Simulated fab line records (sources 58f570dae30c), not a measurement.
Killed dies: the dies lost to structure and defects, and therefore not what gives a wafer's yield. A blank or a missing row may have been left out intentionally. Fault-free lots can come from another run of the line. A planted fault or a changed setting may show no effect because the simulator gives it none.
fab line records / flow berkeleyCmos170
record: lots: 13 wafers: 39 lastDay: 12
route steps=331 shown START@1 WELLDRIVE@57 ACTIVE@70
lots that met no fault: taken from a fault-free run of the same line
startH: hours from the record's first day to the start of the lot's first wafer shown / waitH: how many hours have passed since the lot's step before this one / " same as the row above / L1.1+2: a row that stands for several wafers / - no value, or no start given / * or withheld: withheld / < > ~ a bound
route shown NAME@n: names a module that has steps shown in the file, with the first one's number in the route / usual: the fault-free wafers' mean and standard deviation / same: alike in all rows / chamber/n: place in a boat / sites: the reading at each site / _std_site: the standard deviation of these / _edge_site: the outer-site mean with the inner-site mean subtracted / radiusMm: for every site, how far away it sits from the centre of the wafer / mask NAME#n: copy n / behind: the most recent tool/chamber to have shaped the wafer / hold: what put the lot on hold/how long, in hours/how the hold closed / device: transistor that didn't switch, given as n, p or np / end of line: the tests these same wafers got at the end of their route / step lacking rows: just its recipe / killed: not the wafer's yield, but the dies lost to structure and defects at the first sort / map: a wafer's dies, x killed, . not, _ none there
set.NAME: the setting the step ran with; set.NAME@STEP: the setting that earlier step ran with / model.NAME: the simulator's own value behind a step, which no gauge read
steps of the route over a sample of lots; a table a step, a row a wafer
services: the hour from which a tool's chamber was out of use, counted from the record's first day as startH (under 0 if before that day), plus the number of hours and why
== steps ==
step: UCB170_START_BOW_MEAS_00
recipe: mode: bow
usual: INCOMING_BOW: -1/6
lot.wafer=L198.2 tool=filmMetro-03 chamber=- startH=10.02 waitH=- INCOMING_BOW[um]=-2
lot.wafer=L198.3 tool=filmMetro-03 chamber=- startH=10.02 waitH=- INCOMING_BOW[um]=-6
lot.wafer=L198.4 tool=filmMetro-03 chamber=- startH=10.02 waitH=- INCOMING_BOW[um]=2
lot.wafer=L199.2 tool=filmMetro-03 chamber=- startH=15.02 waitH=- INCOMING_BOW[um]=-3
lot.wafer=L199.4 tool=filmMetro-03 chamber=- startH=15.02 waitH=- INCOMING_BOW[um]=-6
lot.wafer=L199.6 tool=filmMetro-03 chamber=- startH=15.02 waitH=- INCOMING_BOW[um]=-5
lot.wafer=L200.1 tool=filmMetro-02 chamber=- startH=20.01 waitH=- INCOMING_BOW[um]=5
lot.wafer=L200.3 tool=filmMetro-02 chamber=- startH=20.01 waitH=- INCOMING_BOW[um]=-5
lot.wafer=L200.5 tool=filmMetro-02 chamber=- startH=20.01 waitH=- INCOMING_BOW[um]=-1
lot.wafer=L205.1 tool=filmMetro-02 chamber=- startH=45.00 waitH=- INCOMING_BOW[um]=4
lot.wafer=L205.3 tool=filmMetro-02 chamber=- startH=45.00 waitH=- INCOMING_BOW[um]=-12
lot.wafer=L205.5 tool=filmMetro-02 chamber=- startH=45.00 waitH=- INCOMING_BOW[um]=-11
lot.wafer=L206.3 tool=filmMetro-03 chamber=- startH=50.04 waitH=- INCOMING_BOW[um]=-5
lot.wafer=L206.4 tool=filmMetro-03 chamber=- startH=50.04 waitH=- INCOMING_BOW[um]=4
lot.wafer=L206.5 tool=filmMetro-03 chamber=- startH=50.04 waitH=- INCOMING_BOW[um]=2
lot.wafer=L207.1 tool=filmMetro-01 chamber=- startH=55.00 waitH=- INCOMING_BOW[um]=4
lot.wafer=L207.2 tool=filmMetro-01 chamber=- startH=55.00 waitH=- INCOMING_BOW[um]=6
lot.wafer=L207.3 tool=filmMetro-01 chamber=- startH=55.00 waitH=- INCOMING_BOW[um]=8
lot.wafer=L208.3 tool=filmMetro-03 chamber=- startH=60.04 waitH=- INCOMING_BOW[um]=4
lot.wafer=L208.4 tool=filmMetro-03 chamber=- startH=60.04 waitH=- INCOMING_BOW[um]=2
lot.wafer=L208.5 tool=filmMetro-03 chamber=- startH=60.04 waitH=- INCOMING_BOW[um]=-10
lot.wafer=L210.4 tool=filmMetro-02 chamber=- startH=70.06 waitH=- INCOMING_BOW[um]=-4
lot.wafer=L210.5 tool=filmMetro-02 chamber=- startH=70.06 waitH=- INCOMING_BOW[um]=7
lot.wafer=L210.6 tool=filmMetro-02 chamber=- startH=70.06 waitH=- INCOMING_BOW[um]=-11
lot.wafer=L211.3 tool=filmMetro-03 chamber=- startH=75.04 waitH=- INCOMING_BOW[um]=-3
lot.wafer=L211.5 tool=filmMetro-03 chamber=- startH=75.04 waitH=- INCOMING_BOW[um]=-1
lot.wafer=L211.6 tool=filmMetro-03 chamber=- startH=75.04 waitH=- INCOMING_BOW[um]=2
lot.wafer=L214.3 tool=filmMetro-03 chamber=- startH=90.04 waitH=- INCOMING_BOW[um]=1
lot.wafer=L214.5 tool=filmMetro-03 chamber=- startH=90.04 waitH=- INCOMING_BOW[um]=-13
lot.wafer=L214.6 tool=filmMetro-03 chamber=- startH=90.04 waitH=- INCOMING_BOW[um]=0
lot.wafer=L219.2 tool=filmMetro-02 chamber=- startH=115.02 waitH=- INCOMING_BOW[um]=0
lot.wafer=L219.4 tool=filmMetro-02 chamber=- startH=115.02 waitH=- INCOMING_BOW[um]=-10
lot.wafer=L219.5 tool=filmMetro-02 chamber=- startH=115.02 waitH=- INCOMING_BOW[um]=7
lot.wafer=L220.1 tool=filmMetro-01 chamber=- startH=120.00 waitH=- INCOMING_BOW[um]=-1
lot.wafer=L220.2 tool=filmMetro-01 chamber=- startH=120.00 waitH=- INCOMING_BOW[um]=0
lot.wafer=L220.6 tool=filmMetro-01 chamber=- startH=120.00 waitH=- INCOMING_BOW[um]=-12
lot.wafer=L221.1 tool=filmMetro-01 chamber=- startH=125.00 waitH=- INCOMING_BOW[um]=3
lot.wafer=L221.4 tool=filmMetro-01 chamber=- startH=125.00 waitH=- INCOMING_BOW[um]=-1
lot.wafer=L221.6 tool=filmMetro-01 chamber=- startH=125.00 waitH=- INCOMING_BOW[um]=-4
step: UCB170_WELLDRIVE_THK_MEAS_02
recipe: reads: SiO2_of_WELLDRIVE_OXIDATION_01
usual: WELLDRIVE_OXIDE_THK: 200/4.4
lot.wafer=L198.2 tool=filmMetro-04 chamber=- startH=62.11 waitH=0.0 WELLDRIVE_OXIDE_THK[nm]=195
lot.wafer=L198.3 tool=filmMetro-04 chamber=- startH=62.11 waitH=0.0 WELLDRIVE_OXIDE_THK[nm]=200
lot.wafer=L198.4 tool=filmMetro-04 chamber=- startH=62.11 waitH=0.0 WELLDRIVE_OXIDE_THK[nm]=194
lot.wafer=L200.1 tool=filmMetro-03 chamber=- startH=66.00 waitH=0.0 WELLDRIVE_OXIDE_THK[nm]=202
lot.wafer=L200.3 tool=filmMetro-03 chamber=- startH=66.00 waitH=0.0 WELLDRIVE_OXIDE_THK[nm]=200
lot.wafer=L200.5 tool=filmMetro-03 chamber=- startH=66.00 waitH=0.0 WELLDRIVE_OXIDE_THK[nm]=205
lot.wafer=L199.2 tool=filmMetro-02 chamber=- startH=66.01 waitH=0.0 WELLDRIVE_OXIDE_THK[nm]=202
lot.wafer=L199.4 tool=filmMetro-02 chamber=- startH=66.01 waitH=0.0 WELLDRIVE_OXIDE_THK[nm]=198
lot.wafer=L199.6 tool=filmMetro-02 chamber=- startH=66.01 waitH=0.0 WELLDRIVE_OXIDE_THK[nm]=195
lot.wafer=L205.1 tool=filmMetro-02 chamber=- startH=99.82 waitH=0.0 WELLDRIVE_OXIDE_THK[nm]=203
lot.wafer=L205.3 tool=filmMetro-02 chamber=- startH=99.82 waitH=0.0 WELLDRIVE_OXIDE_THK[nm]=204
lot.wafer=L205.5 tool=filmMetro-02 chamber=- startH=99.82 waitH=0.0 WELLDRIVE_OXIDE_THK[nm]=203
lot.wafer=L207.1 tool=filmMetro-03 chamber=- startH=107.83 waitH=0.0 WELLDRIVE_OXIDE_THK[nm]=203
lot.wafer=L207.2 tool=filmMetro-03 chamber=- startH=107.83 waitH=0.0 WELLDRIVE_OXIDE_THK[nm]=200
lot.wafer=L207.3 tool=filmMetro-03 chamber=- startH=107.83 waitH=0.0 WELLDRIVE_OXIDE_THK[nm]=200
lot.wafer=L206.3 tool=filmMetro-04 chamber=- startH=107.85 waitH=0.0 WELLDRIVE_OXIDE_THK[nm]=204
lot.wafer=L206.4 tool=filmMetro-04 chamber=- startH=107.85 waitH=0.0 WELLDRIVE_OXIDE_THK[nm]=204
lot.wafer=L206.5 tool=filmMetro-04 chamber=- startH=107.85 waitH=0.0 WELLDRIVE_OXIDE_THK[nm]=208
lot.wafer=L208.3 tool=filmMetro-04 chamber=- startH=118.72 waitH=0.0 WELLDRIVE_OXIDE_THK[nm]=204
lot.wafer=L208.4 tool=filmMetro-04 chamber=- startH=118.72 waitH=0.0 WELLDRIVE_OXIDE_THK[nm]=201
lot.wafer=L208.5 tool=filmMetro-04 chamber=- startH=118.72 waitH=0.0 WELLDRIVE_OXIDE_THK[nm]=201
lot.wafer=L211.3 tool=filmMetro-04 chamber=- startH=127.52 waitH=0.0 WELLDRIVE_OXIDE_THK[nm]=204
lot.wafer=L211.5 tool=filmMetro-04 chamber=- startH=127.52 waitH=0.0 WELLDRIVE_OXIDE_THK[nm]=202
lot.wafer=L211.6 tool=filmMetro-04 chamber=- startH=127.52 waitH=0.0 WELLDRIVE_OXIDE_THK[nm]=205
lot.wafer=L210.4 tool=filmMetro-03 chamber=- startH=127.53 waitH=0.0 WELLDRIVE_OXIDE_THK[nm]=199
lot.wafer=L210.5 tool=filmMetro-03 chamber=- startH=127.53 waitH=0.0 WELLDRIVE_OXIDE_THK[nm]=202
lot.wafer=L210.6 tool=filmMetro-03 chamber=- startH=127.53 waitH=0.0 WELLDRIVE_OXIDE_THK[nm]=202
lot.wafer=L214.3 tool=filmMetro-04 chamber=- startH=145.12 waitH=0.0 WELLDRIVE_OXIDE_THK[nm]=195
lot.wafer=L214.5 tool=filmMetro-04 chamber=- startH=145.12 waitH=0.0 WELLDRIVE_OXIDE_THK[nm]=196
lot.wafer=L214.6 tool=filmMetro-04 chamber=- startH=145.12 waitH=0.0 WELLDRIVE_OXIDE_THK[nm]=195
lot.wafer=L219.2 tool=filmMetro-04 chamber=- startH=165.98 waitH=0.0 WELLDRIVE_OXIDE_THK[nm]=195
lot.wafer=L219.4 tool=filmMetro-04 chamber=- startH=165.98 waitH=0.0 WELLDRIVE_OXIDE_THK[nm]=193
lot.wafer=L219.5 tool=filmMetro-04 chamber=- startH=165.98 waitH=0.0 WELLDRIVE_OXIDE_THK[nm]=195
lot.wafer=L220.1 tool=filmMetro-02 chamber=- startH=172.47 waitH=0.0 WELLDRIVE_OXIDE_THK[nm]=197
lot.wafer=L220.2 tool=filmMetro-02 chamber=- startH=172.47 waitH=0.0 WELLDRIVE_OXIDE_THK[nm]=199
lot.wafer=L220.6 tool=filmMetro-02 chamber=- startH=172.47 waitH=0.0 WELLDRIVE_OXIDE_THK[nm]=198
lot.wafer=L221.1 tool=filmMetro-04 chamber=- startH=172.47 waitH=0.0 WELLDRIVE_OXIDE_THK[nm]=201
lot.wafer=L221.4 tool=filmMetro-04 chamber=- startH=172.47 waitH=0.0 WELLDRIVE_OXIDE_THK[nm]=199
lot.wafer=L221.6 tool=filmMetro-04 chamber=- startH=172.47 waitH=0.0 WELLDRIVE_OXIDE_THK[nm]=197
step: UCB170_ACTIVE_EXPOSE_10
recipe: maskId: ACTIVE targetCdNm: 1200 na: 0.5 sigmaOuter: 0.6 sourceShape: conventional doseMj: 20
lot.wafer=L198.2+3+4 tool=krfScanner-02 chamber=0 startH=79.93 waitH=0.5 mask=ACTIVE#0
lot.wafer=L200.1+3+5 tool=krfScanner-02 chamber=0 startH=87.69 waitH=0.1 mask=ACTIVE#0
lot.wafer=L199.2+4+6 tool=krfScanner-01 chamber=0 startH=87.98 waitH=0.2 mask=ACTIVE#0
lot.wafer=L205.1+3+5 tool=krfScanner-02 chamber=0 startH=114.86 waitH=0.1 mask=ACTIVE#0
lot.wafer=L207.1+2+3 tool=krfScanner-02 chamber=0 startH=126.03 waitH=0.1 mask=ACTIVE#0
lot.wafer=L206.3+4+5 tool=krfScanner-02 chamber=0 startH=126.40 waitH=0.1 mask=ACTIVE#0
lot.wafer=L208.3+4+5 tool=krfScanner-02 chamber=0 startH=133.96 waitH=0.1 mask=ACTIVE#0
lot.wafer=L211.3+5+6 tool=krfScanner-02 chamber=0 startH=143.34 waitH=0.1 mask=ACTIVE_R1#0
lot.wafer=L210.4+5+6 tool=krfScanner-02 chamber=0 startH=143.48 waitH=0.2 mask=ACTIVE#0
lot.wafer=L214.3+5+6 tool=krfScanner-01 chamber=0 startH=158.28 waitH=0.3 mask=ACTIVE#0
lot.wafer=L219.2+4+5 tool=krfScanner-01 chamber=0 startH=180.78 waitH=0.1 mask=ACTIVE#0
lot.wafer=L220.1+2+6 tool=krfScanner-01 chamber=0 startH=186.71 waitH=0.1 mask=ACTIVE#0
lot.wafer=L221.1+4+6 tool=krfScanner-01 chamber=0 startH=186.83 waitH=0.2 mask=ACTIVE#0
step: UCB170_ACTIVE_CD_MEAS_13
recipe: targetCdNm: 1200
usual: cdNm: 1199.9/1.6
lot.wafer=L198.2 tool=cdSem-02 chamber=- startH=80.57 waitH=- cdNm=1201.5
lot.wafer=L198.3 tool=cdSem-02 chamber=- startH=80.57 waitH=- cdNm=1201.0
lot.wafer=L198.4 tool=cdSem-02 chamber=- startH=80.57 waitH=- cdNm=1199.6
lot.wafer=L200.1 tool=cdSem-02 chamber=- startH=88.52 waitH=- cdNm=1199.7
lot.wafer=L200.3 tool=cdSem-02 chamber=- startH=88.52 waitH=- cdNm=1200.9
lot.wafer=L200.5 tool=cdSem-02 chamber=- startH=88.52 waitH=- cdNm=1199.8
lot.wafer=L199.2 tool=cdSem-01 chamber=- startH=88.68 waitH=- cdNm=1200.2
lot.wafer=L199.4 tool=cdSem-01 chamber=- startH=88.68 waitH=- cdNm=1201.6
lot.wafer=L199.6 tool=cdSem-01 chamber=- startH=88.68 waitH=- cdNm=1199.4
lot.wafer=L205.1 tool=cdSem-01 chamber=- startH=115.58 waitH=- cdNm=1201.0
lot.wafer=L205.3 tool=cdSem-01 chamber=- startH=115.58 waitH=- cdNm=1201.6
lot.wafer=L205.5 tool=cdSem-01 chamber=- startH=115.58 waitH=- cdNm=1200.9
lot.wafer=L207.1 tool=cdSem-02 chamber=- startH=126.76 waitH=- cdNm=1196.1
lot.wafer=L207.2 tool=cdSem-02 chamber=- startH=126.76 waitH=- cdNm=1197.1
lot.wafer=L207.3 tool=cdSem-02 chamber=- startH=126.76 waitH=- cdNm=1197.6
lot.wafer=L206.3 tool=cdSem-01 chamber=- startH=127.07 waitH=- cdNm=1199.8
lot.wafer=L206.4 tool=cdSem-01 chamber=- startH=127.07 waitH=- cdNm=1199.6
lot.wafer=L206.5 tool=cdSem-01 chamber=- startH=127.07 waitH=- cdNm=1199.6
lot.wafer=L208.3 tool=cdSem-02 chamber=- startH=134.79 waitH=- cdNm=1201.3
lot.wafer=L208.4 tool=cdSem-02 chamber=- startH=134.79 waitH=- cdNm=1201.7
lot.wafer=L208.5 tool=cdSem-02 chamber=- startH=134.79 waitH=- cdNm=1200.4
lot.wafer=L211.3 tool=cdSem-02 chamber=- startH=143.74 waitH=- cdNm=1381.2
lot.wafer=L211.5 tool=cdSem-02 chamber=- startH=143.74 waitH=- cdNm=1379.9
lot.wafer=L211.6 tool=cdSem-02 chamber=- startH=143.74 waitH=- cdNm=1379.5
lot.wafer=L210.4 tool=cdSem-01 chamber=- startH=143.87 waitH=- cdNm=1201.5
lot.wafer=L210.5 tool=cdSem-01 chamber=- startH=143.87 waitH=- cdNm=1201.4
lot.wafer=L210.6 tool=cdSem-01 chamber=- startH=143.87 waitH=- cdNm=1201.5
lot.wafer=L214.3 tool=cdSem-01 chamber=- startH=158.83 waitH=- cdNm=1198.8
lot.wafer=L214.5 tool=cdSem-01 chamber=- startH=158.83 waitH=- cdNm=1199.0
lot.wafer=L214.6 tool=cdSem-01 chamber=- startH=158.83 waitH=- cdNm=1200.4
lot.wafer=L219.2 tool=cdSem-02 chamber=- startH=181.17 waitH=- cdNm=1198.7
lot.wafer=L219.4 tool=cdSem-02 chamber=- startH=181.17 waitH=- cdNm=1199.2
lot.wafer=L219.5 tool=cdSem-02 chamber=- startH=181.17 waitH=- cdNm=1198.7
lot.wafer=L220.1 tool=cdSem-01 chamber=- startH=187.77 waitH=- cdNm=1197.6
lot.wafer=L220.2 tool=cdSem-01 chamber=- startH=187.77 waitH=- cdNm=1196.6
lot.wafer=L220.6 tool=cdSem-01 chamber=- startH=187.77 waitH=- cdNm=1197.3
lot.wafer=L221.1 tool=cdSem-01 chamber=- startH=187.99 waitH=- cdNm=1200.7
lot.wafer=L221.4 tool=cdSem-01 chamber=- startH=187.99 waitH=- cdNm=1199.9
lot.wafer=L221.6 tool=cdSem-01 chamber=- startH=187.99 waitH=- cdNm=1200.1
step: UCB170_ACTIVE_OVL_MEAS_14
usual: ACTIVE_OVL: 0/5.8
lot.wafer=L198.2 tool=overlay-02 chamber=- startH=80.68 waitH=0.1 ACTIVE_OVL[nm]=5
lot.wafer=L198.3 tool=overlay-02 chamber=- startH=80.68 waitH=0.1 ACTIVE_OVL[nm]=12
lot.wafer=L198.4 tool=overlay-02 chamber=- startH=80.68 waitH=0.1 ACTIVE_OVL[nm]=4
lot.wafer=L200.1 tool=overlay-01 chamber=- startH=88.64 waitH=0.1 ACTIVE_OVL[nm]=1
lot.wafer=L200.3 tool=overlay-01 chamber=- startH=88.64 waitH=0.1 ACTIVE_OVL[nm]=-1
lot.wafer=L200.5 tool=overlay-01 chamber=- startH=88.64 waitH=0.1 ACTIVE_OVL[nm]=-1
lot.wafer=L199.2 tool=overlay-02 chamber=- startH=88.78 waitH=0.1 ACTIVE_OVL[nm]=4
lot.wafer=L199.4 tool=overlay-02 chamber=- startH=88.78 waitH=0.1 ACTIVE_OVL[nm]=-6
lot.wafer=L199.6 tool=overlay-02 chamber=- startH=88.78 waitH=0.1 ACTIVE_OVL[nm]=1
lot.wafer=L205.1 tool=overlay-01 chamber=- startH=115.70 waitH=0.1 ACTIVE_OVL[nm]=-8
lot.wafer=L205.3 tool=overlay-01 chamber=- startH=115.70 waitH=0.1 ACTIVE_OVL[nm]=-4
lot.wafer=L205.5 tool=overlay-01 chamber=- startH=115.70 waitH=0.1 ACTIVE_OVL[nm]=-5
lot.wafer=L207.1 tool=overlay-01 chamber=- startH=126.88 waitH=0.1 ACTIVE_OVL[nm]=0
lot.wafer=L207.2 tool=overlay-01 chamber=- startH=126.88 waitH=0.1 ACTIVE_OVL[nm]=0
lot.wafer=L207.3 tool=overlay-01 chamber=- startH=126.88 waitH=0.1 ACTIVE_OVL[nm]=5
lot.wafer=L206.3 tool=overlay-01 chamber=- startH=127.17 waitH=0.1 ACTIVE_OVL[nm]=3
lot.wafer=L206.4 tool=overlay-01 chamber=- startH=127.17 waitH=0.1 ACTIVE_OVL[nm]=7
lot.wafer=L206.5 tool=overlay-01 chamber=- startH=127.17 waitH=0.1 ACTIVE_OVL[nm]=-3
lot.wafer=L208.3 tool=overlay-01 chamber=- startH=134.88 waitH=0.1 ACTIVE_OVL[nm]=0
lot.wafer=L208.4 tool=overlay-01 chamber=- startH=134.88 waitH=0.1 ACTIVE_OVL[nm]=-5
lot.wafer=L208.5 tool=overlay-01 chamber=- startH=134.88 waitH=0.1 ACTIVE_OVL[nm]=-6
lot.wafer=L211.3 tool=overlay-02 chamber=- startH=143.83 waitH=0.1 ACTIVE_OVL[nm]=-6
lot.wafer=L211.5 tool=overlay-02 chamber=- startH=143.83 waitH=0.1 ACTIVE_OVL[nm]=-2
lot.wafer=L211.6 tool=overlay-02 chamber=- startH=143.83 waitH=0.1 ACTIVE_OVL[nm]=3
lot.wafer=L210.4 tool=overlay-01 chamber=- startH=143.95 waitH=0.1 ACTIVE_OVL[nm]=10
lot.wafer=L210.5 tool=overlay-01 chamber=- startH=143.95 waitH=0.1 ACTIVE_OVL[nm]=-3
lot.wafer=L210.6 tool=overlay-01 chamber=- startH=143.95 waitH=0.1 ACTIVE_OVL[nm]=7
lot.wafer=L214.3 tool=overlay-01 chamber=- startH=158.92 waitH=0.1 ACTIVE_OVL[nm]=-9
lot.wafer=L214.5 tool=overlay-01 chamber=- startH=158.92 waitH=0.1 ACTIVE_OVL[nm]=-2
lot.wafer=L214.6 tool=overlay-01 chamber=- startH=158.92 waitH=0.1 ACTIVE_OVL[nm]=-7
lot.wafer=L219.2 tool=overlay-01 chamber=- startH=181.28 waitH=0.1 ACTIVE_OVL[nm]=4
lot.wafer=L219.4 tool=overlay-01 chamber=- startH=181.28 waitH=0.1 ACTIVE_OVL[nm]=2
lot.wafer=L219.5 tool=overlay-01 chamber=- startH=181.28 waitH=0.1 ACTIVE_OVL[nm]=-4
lot.wafer=L220.1 tool=overlay-02 chamber=- startH=187.89 waitH=0.1 ACTIVE_OVL[nm]=9
lot.wafer=L220.2 tool=overlay-02 chamber=- startH=187.89 waitH=0.1 ACTIVE_OVL[nm]=-1
lot.wafer=L220.6 tool=overlay-02 chamber=- startH=187.89 waitH=0.1 ACTIVE_OVL[nm]=4
lot.wafer=L221.1 tool=overlay-01 chamber=- startH=188.11 waitH=0.1 ACTIVE_OVL[nm]=-2
lot.wafer=L221.4 tool=overlay-01 chamber=- startH=188.11 waitH=0.1 ACTIVE_OVL[nm]=-2
lot.wafer=L221.6 tool=overlay-01 chamber=- startH=188.11 waitH=0.1 ACTIVE_OVL[nm]=2
== services ==
tool=krfScanner-02 chamber=- startH=61.71 hours=0.5 kind=repair
tool=krfScanner-01 chamber=- startH=66.42 hours=4.4 kind=pm
tool=krfScanner-02 chamber=- startH=85.89 hours=1.0 kind=pm
tool=krfScanner-02 chamber=0 startH=87.68 hours=- kind=calibration
tool=krfScanner-01 chamber=- startH=90.48 hours=0.8 kind=pm
tool=krfScanner-02 chamber=- startH=93.69 hours=5.6 kind=repair
tool=krfScanner-02 chamber=- startH=94.47 hours=2.7 kind=repair
tool=krfScanner-01 chamber=0 startH=99.96 hours=- kind=calibration
tool=krfScanner-01 chamber=- startH=114.82 hours=1.0 kind=pm
tool=krfScanner-01 chamber=- startH=119.88 hours=36.0 kind=pm
tool=krfScanner-02 chamber=- startH=154.75 hours=3.7 kind=repair
tool=krfScanner-02 chamber=- startH=158.40 hours=0.8 kind=pm
tool=krfScanner-01 chamber=- startH=163.39 hours=0.8 kind=pm
tool=krfScanner-02 chamber=- startH=165.10 hours=0.6 kind=repair
tool=krfScanner-01 chamber=- startH=172.29 hours=1.3 kind=pm
tool=krfScanner-02 chamber=- startH=176.28 hours=0.1 kind=repair
tool=krfScanner-02 chamber=- startH=179.69 hours=8.9 kind=repair
== key ==
firstSign: step: UCB170_ACTIVE_EXPOSE_10 reading: mask direction: changed
effect: step: UCB170_ACTIVE_CD_MEAS_13 reading: cdNm direction: up sigmas: 99+ usual: 1199.9 struck: 1380.2
metAt UCB170_ACTIVE_EXPOSE_10
struckLots L211
sortLeftOut L211.3,L211.5,L211.6
testerLeftOut L211
notActingAt UCB170_START_BOW_MEAS_00,UCB170_WELLDRIVE_THK_MEAS_02,UCB170_ACTIVE_OVL_MEAS_14
onsetBetween 133.96 143.34
fault: kind: wrongMask tool: any chamber: - onsetH: 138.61 steps: UCB170_ACTIVE_EXPOSE_10 auxCopy: ACTIVE_R1#0 cdOffsetNm: 180 scope: struckLotsOnly
testerLeftOut: of these lots the tester's yield and bins aren't shown, on N5 and GAA mostly nor the transistor test; their killed dies are dies lost to structure and defects alone, not to doping, threshold or leakage, so they don't give the yield
sortLeftOut: the simulated sort isn't trusted on such a fault, so these wafers' sort isn't shown, and their yield isn't known
